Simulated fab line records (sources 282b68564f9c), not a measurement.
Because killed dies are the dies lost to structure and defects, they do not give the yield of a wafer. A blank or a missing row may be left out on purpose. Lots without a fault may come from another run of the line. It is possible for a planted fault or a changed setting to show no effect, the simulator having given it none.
Comparing a struck lot with a sound one || flow rit_cmos || 17 out of 202 route steps
Sound: these wafers, L515.3, L515.5, L515.6. Wafers struck: L522.1, L522.2, L522.6. Last of all comes the cause.
For every step that has rows: the tool of each side, followed by ch and its chambers, followed by its first start. Under that, the readings that differ: sound wafers || struck wafers || difference of the means || sigmas: that difference in standard deviations of wafers without a fault.
alike: a reading whose means differ by less than 2 such deviations, as well as words and numbers matching on both sides. not compared: withheld readings; readings where some wafer has no value; bounds like >300 that might hide an equal value; numbers whose values overlap and for which the record gives no deviation.
A row with sigmas, a row that says differs or no value, or rows on one side alone: a step with any of these is where the two part. Numbers that have no deviation but don't overlap get no sigmas and don't part them. A reading that every wafer of one side lacks parts them only if that side has two wafers or more.

first, 1 step without rows for these wafers: RIT_PSD_IMPLANT_08.
RIT_PSD_STRIP_09: strips in O2, time 180 s.
  sound on plasma_asher-02 ch 0,1, day 4 17:17; struck on plasma_asher-02 ch 0,1, day 6 06:56
  alike: drypump_motor_current_A
  not compared: rf_hours_counter_h
RIT_PSD_TW_MEAS_10:
  sound on film_metro-01 at day 4 17:26; struck on film_metro-01 at day 6 07:07
  alike: PSD_TW
then, 3 steps without rows for these wafers: RIT_SDANNEAL_CLEAN_00 (cleans in SC1, time 600 s); RIT_SDANNEAL_CLEAN_01 (cleans in dHF, time 30 s); RIT_SDANNEAL_CLEAN_02 (cleans in SC2, time 600 s).
RIT_SDANNEAL_RTA_03: time 5 s.
  sound on rtp_anneal-02 ch 0, day 4 17:52; struck on rtp_anneal-01 ch 0, day 6 07:32
  alike: wafer_temp_C_max
RIT_SDANNEAL_RS_MEAS_04: measurement is done with a four-point probe.
  sound on film_metro-03 at day 4 17:57; struck on film_metro-02 at day 6 07:35
  alike: PSD_RS
RIT_SDANNEAL_RS_MEAS_05: measurement is done with a four-point probe.
  sound on film_metro-03 at day 4 18:04; struck on film_metro-02 at day 6 07:43
  alike: NSD_RS
RIT_SDANNEAL_RS_MEAS_06: measurement is done with a four-point probe.
  sound on film_metro-03 at day 4 18:11; struck on film_metro-02 at day 6 07:50
  alike: PLDD_RS
RIT_SDANNEAL_RS_MEAS_07: measurement is done with a four-point probe.
  sound on film_metro-03 at day 4 18:19; struck on film_metro-02 at day 6 07:57
  alike: NLDD_RS
then, 1 step without rows for these wafers: RIT_SILICIDE_WET_ETCH_00 (etches SiO2 in BOE, target depth 14 nm, time 15 s).
RIT_SILICIDE_SPUTTER_01: material Ti, target thk 30 nm, time 240 s.
  sound on pvd_sputter-02 at day 4 18:24; struck on pvd_sputter-04 at day 6 08:05
{"reading": "model.Ti_of_SILICIDE_SPUTTER_01.thk_nm (nm)", "sound": "29.64 29.9 29.59", "struck": "43.63 43.46 43.71", "difference": "+13.89", "sigmas": ""}
  alike: throttle_valve_pct
RIT_SILICIDE_RS_MEAS_02: measurement is done with a four-point probe.
  sound on film_metro-04 at day 4 18:35; struck on film_metro-01 at day 6 08:14
{"reading": "SILICIDE_TI_RS (ohm/sq)", "sound": "48.6 48.0 48.7", "struck": "30.2 30.2 30.1", "difference": -18.3, "sigmas": -25}
RIT_SILICIDE_THK_MEAS_03: measures by xrf.
  sound on film_metro-04 at day 4 18:41; struck on film_metro-01 at day 6 08:22
{"reading": "SILICIDE_TI_THK (nm)", "sound": "29.6 29.9 29.5", "struck": "43.2 43.5 43.1", "difference": "+13.6", "sigmas": "+39"}
RIT_SILICIDE_RTA_04: time 10 s, ramp up 5 s, ramp down 5 s.
  sound on rtp_anneal-01 ch 0, day 4 18:45; struck on rtp_anneal-02 ch 0, day 6 08:25
  alike: wafer_temp_C_max
RIT_M1_PROBE_99:
  sound on prober-02 at day 5 02:46; struck on prober-01 at day 6 15:52
  alike: killed_at_M0_to_M3, killed_at_contacts, killed_at_front_end, killed_dies, killed_open, killed_short

## WHERE THEY PART
First at RIT_SILICIDE_RS_MEAS_02; last, within this record, at RIT_SILICIDE_THK_MEAS_03. Later steps at which nothing parts them and some readings are alike: RIT_SILICIDE_RTA_04, RIT_M1_PROBE_99.

WHY: what had been put in by the simulator
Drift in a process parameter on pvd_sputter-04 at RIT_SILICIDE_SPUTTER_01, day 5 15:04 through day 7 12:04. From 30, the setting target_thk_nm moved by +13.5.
